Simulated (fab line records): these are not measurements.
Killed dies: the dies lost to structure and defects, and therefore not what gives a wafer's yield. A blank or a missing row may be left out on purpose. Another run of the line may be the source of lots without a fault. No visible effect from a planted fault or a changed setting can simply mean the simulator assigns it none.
Which tool is to blame? + flow berkeley_cmos170 + 14 lots with 42 wafers sampled at 5 steps, on a route of 331 steps

WHAT EACH GAUGE READ, for each wafer
UCB170_SPACER_THK_MEAS_01. Usual: SPACER_TEOS_THK typically reads 379 nm, with standard deviation 4.9.
| lot  | measured     | on            | SPACER_TEOS_THK (nm) | flag |
|------|--------------|---------------|----------------------|------|
| L665 | day 6 02:07  | film_metro-04 | 377 380 378          |      |
| L664 | day 6 06:01  | film_metro-01 | 373 383 378          |      |
| L666 | day 6 22:14  | film_metro-04 | 375 390 389          |      |
| L668 | day 7 08:59  | film_metro-01 | 371 363 376          |      |
| L667 | day 7 09:43  | film_metro-02 | 381 389 379          |      |
| L676 | day 7 21:42  | film_metro-02 | 376 374 384          |      |
| L674 | day 7 22:05  | film_metro-01 | 377 373 378          |      |
| L671 | day 7 23:31  | film_metro-01 | 373 379 383          |      |
| L675 | day 8 15:37  | film_metro-04 | 373 382 376          |      |
| L680 | day 9 14:35  | film_metro-04 | 380 380 381          |      |
| L682 | day 10 04:13 | film_metro-01 | 380 378 379          |      |
| L684 | day 10 04:29 | film_metro-02 | 370 380 383          |      |
| L686 | day 10 15:55 | film_metro-01 | 375 377 380          |      |
| L685 | day 10 15:56 | film_metro-04 | 371 378 379          |      |

UCB170_M1_RS_MEAS_01: measures by four-point-probe. Usual: M1_AL_RS typically reads 0.0482 ohm/sq, with standard deviation 0.00041.
| lot  | measured     | on            | M1_AL_RS (ohm/sq)    | flag |
|------|--------------|---------------|----------------------|------|
| L665 | day 6 18:20  | film_metro-03 | 0.0480 0.0484 0.0479 |      |
| L664 | day 6 20:20  | film_metro-04 | 0.0486 0.0489 0.0488 |      |
| L666 | day 7 15:16  | film_metro-01 | 0.0477 0.0490 0.0477 |      |
| L668 | day 8 05:21  | film_metro-01 | 0.0482 0.0479 0.0485 |      |
| L667 | day 8 06:07  | film_metro-03 | 0.0489 0.0490 0.0491 |      |
| L676 | day 8 14:35  | film_metro-04 | 0.0486 0.0482 0.0479 |      |
| L674 | day 8 15:01  | film_metro-03 | 0.0480 0.0480 0.0480 |      |
| L671 | day 8 15:19  | film_metro-04 | 0.0707 0.0698 0.0702 | OFF  |
| L675 | day 9 11:40  | film_metro-04 | 0.0709 0.0707 0.0705 | OFF  |
| L680 | day 10 05:48 | film_metro-03 | 0.0484 0.0482 0.0480 |      |
| L682 | day 10 23:34 | film_metro-03 | 0.0481 0.0484 0.0483 |      |
| L684 | day 10 23:35 | film_metro-01 | 0.0482 0.0481 0.0485 |      |
| L686 | day 11 07:48 | film_metro-01 | 0.0476 0.0476 0.0482 |      |
| L685 | day 11 07:49 | film_metro-04 | 0.0480 0.0484 0.0479 |      |

UCB170_M1_THK_MEAS_02: measures by xrf. Usual: M1_AL_THK typically reads 610 nm, with standard deviation 6.3.
| lot  | measured     | on            | M1_AL_THK (nm) | flag |
|------|--------------|---------------|----------------|------|
| L665 | day 6 18:26  | film_metro-03 | 619 614 616    |      |
| L664 | day 6 20:28  | film_metro-04 | 605 598 603    |      |
| L666 | day 7 15:23  | film_metro-01 | 608 595 613    |      |
| L668 | day 8 05:28  | film_metro-01 | 604 606 600    |      |
| L667 | day 8 06:13  | film_metro-03 | 606 606 603    |      |
| L676 | day 8 14:42  | film_metro-04 | 601 608 609    |      |
| L674 | day 8 15:08  | film_metro-03 | 613 620 619    |      |
| L671 | day 8 15:26  | film_metro-04 | 416 423 421    | OFF  |
| L675 | day 9 11:47  | film_metro-04 | 414 415 420    | OFF  |
| L680 | day 10 05:54 | film_metro-03 | 609 610 615    |      |
| L682 | day 10 23:41 | film_metro-03 | 617 612 609    |      |
| L684 | day 10 23:41 | film_metro-01 | 600 601 596    |      |
| L686 | day 11 07:55 | film_metro-01 | 609 608 602    |      |
| L685 | day 11 07:55 | film_metro-04 | 610 606 611    |      |

UCB170_M1_OVL_MEAS_10. Usual: M1_OVL typically reads 2 nm, with standard deviation 5.3.
| lot  | measured     | on         | M1_OVL (nm) | flag |
|------|--------------|------------|-------------|------|
| L665 | day 6 19:36  | overlay-01 | -1 1 9      |      |
| L664 | day 6 21:29  | overlay-01 | 3 -5 5      |      |
| L666 | day 7 16:38  | overlay-02 | -3 5 3      |      |
| L668 | day 8 06:51  | overlay-01 | 14 12 5     |      |
| L667 | day 8 07:23  | overlay-01 | 0 -4 2      |      |
| L676 | day 8 15:52  | overlay-01 | 4 5 13      |      |
| L674 | day 8 16:25  | overlay-02 | -2 0 -6     |      |
| L671 | day 8 17:08  | overlay-01 | 6 -2 -5     |      |
| L675 | day 9 13:15  | overlay-02 | -5 0 10     |      |
| L680 | day 10 08:19 | overlay-02 | 0 4 0       |      |
| L682 | day 11 00:42 | overlay-01 | 0 -10 6     |      |
| L684 | day 11 00:57 | overlay-02 | 5 7 3       |      |
| L686 | day 11 10:36 | overlay-01 | 2 1 0       |      |
| L685 | day 11 10:29 | overlay-02 | 0 4 5       |      |

TOOL THAT RAN EACH LOT (tool first, then ch and the chambers of the sampled wafers, then the start)
| lot  | UCB170_M1_SPUTTER_00         |
|------|------------------------------|
| L665 | pvd_sputter-02, day 6 18:14  |
| L664 | pvd_sputter-03, day 6 20:17  |
| L666 | pvd_sputter-04, day 7 15:11  |
| L668 | pvd_sputter-04, day 8 05:17  |
| L667 | pvd_sputter-03, day 8 06:01  |
| L676 | pvd_sputter-04, day 8 14:31  |
| L674 | pvd_sputter-03, day 8 14:57  |
| L671 | pvd_sputter-02, day 8 15:15  |
| L675 | pvd_sputter-02, day 9 11:37  |
| L680 | pvd_sputter-03, day 10 05:42 |
| L682 | pvd_sputter-04, day 10 23:30 |
| L684 | pvd_sputter-03, day 10 23:30 |
| L686 | pvd_sputter-03, day 11 07:44 |
| L685 | pvd_sputter-04, day 11 07:44 |
- UCB170_M1_SPUTTER_00: material Al, target thk 600 nm, time 80 s.

AS READ BY THE TOOLS THEMSELVES (means over the sampled wafers that have a number; for cases with no such wafer, the mark the record gives instead)
UCB170_M1_SPUTTER_00. Usual: cathode_dc_power_W 6000.0 W, standard deviation 0.99; throttle_valve_pct 30.2 %, standard deviation 1.
| lot  | tool           | cathode_dc_power_W (W) | throttle_valve_pct (%) | flag |
|------|----------------|------------------------|------------------------|------|
| L665 | pvd_sputter-02 | 5999.4                 | 30.2                   |      |
| L664 | pvd_sputter-03 | 6000.5                 | 30.0                   |      |
| L666 | pvd_sputter-04 | 5999.6                 | 29.8                   |      |
| L668 | pvd_sputter-04 | 6000.6                 | 30.6                   |      |
| L667 | pvd_sputter-03 | 6000.2                 | 30.2                   |      |
| L676 | pvd_sputter-04 | 6000.3                 | 30.0                   |      |
| L674 | pvd_sputter-03 | 5999.9                 | 30.0                   |      |
| L671 | pvd_sputter-02 | 6000.3                 | 30.2                   |      |
| L675 | pvd_sputter-02 | 5999.6                 | 30.8                   |      |
| L680 | pvd_sputter-03 | 6000.1                 | 29.8                   |      |
| L682 | pvd_sputter-04 | 6000.7                 | 29.0                   |      |
| L684 | pvd_sputter-03 | 5999.4                 | 29.6                   |      |
| L686 | pvd_sputter-03 | 6000.1                 | 30.0                   |      |
| L685 | pvd_sputter-04 | 6000.2                 | 30.5                   |      |

THE ANSWER, worked out from the rows above alone
Rule: take the mean of a lot's wafers that have a number; if it is more than 3 standard deviations from the usual mean, the lot is off. Also off: a lot with no number at a reading for which 4 or more lots have one. Where the step has rows for the other lots, those lots are counted as sound. The gauges are gone through in route order, then the tools' own readings, and for those a lot's mean is taken as printed above. At the first step where some lot is off, the reading lying furthest off is the one used; lots without a number count as furthest.
Off: at UCB170_M1_RS_MEAS_01 (M1_AL_RS), L671, L675.
A tool fits if, at a process step before that reading, it ran every lot that is off, and no sound lot after the first of them. The gauges at UCB170_M1_RS_MEAS_01 are tried like those tools. One fits: pvd_sputter-02 at UCB170_M1_SPUTTER_00. Its last sound lot is L665 (day 6 18:14), its first lot that is off L671 (day 8 15:15): a fault that began between those two fits.

WHAT THE SIMULATOR PUT IN
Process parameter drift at UCB170_M1_SPUTTER_00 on pvd_sputter-02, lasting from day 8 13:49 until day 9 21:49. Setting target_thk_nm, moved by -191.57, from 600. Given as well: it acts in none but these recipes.
Struck lots among those shown: L671, L675. Same finding as the rule above.
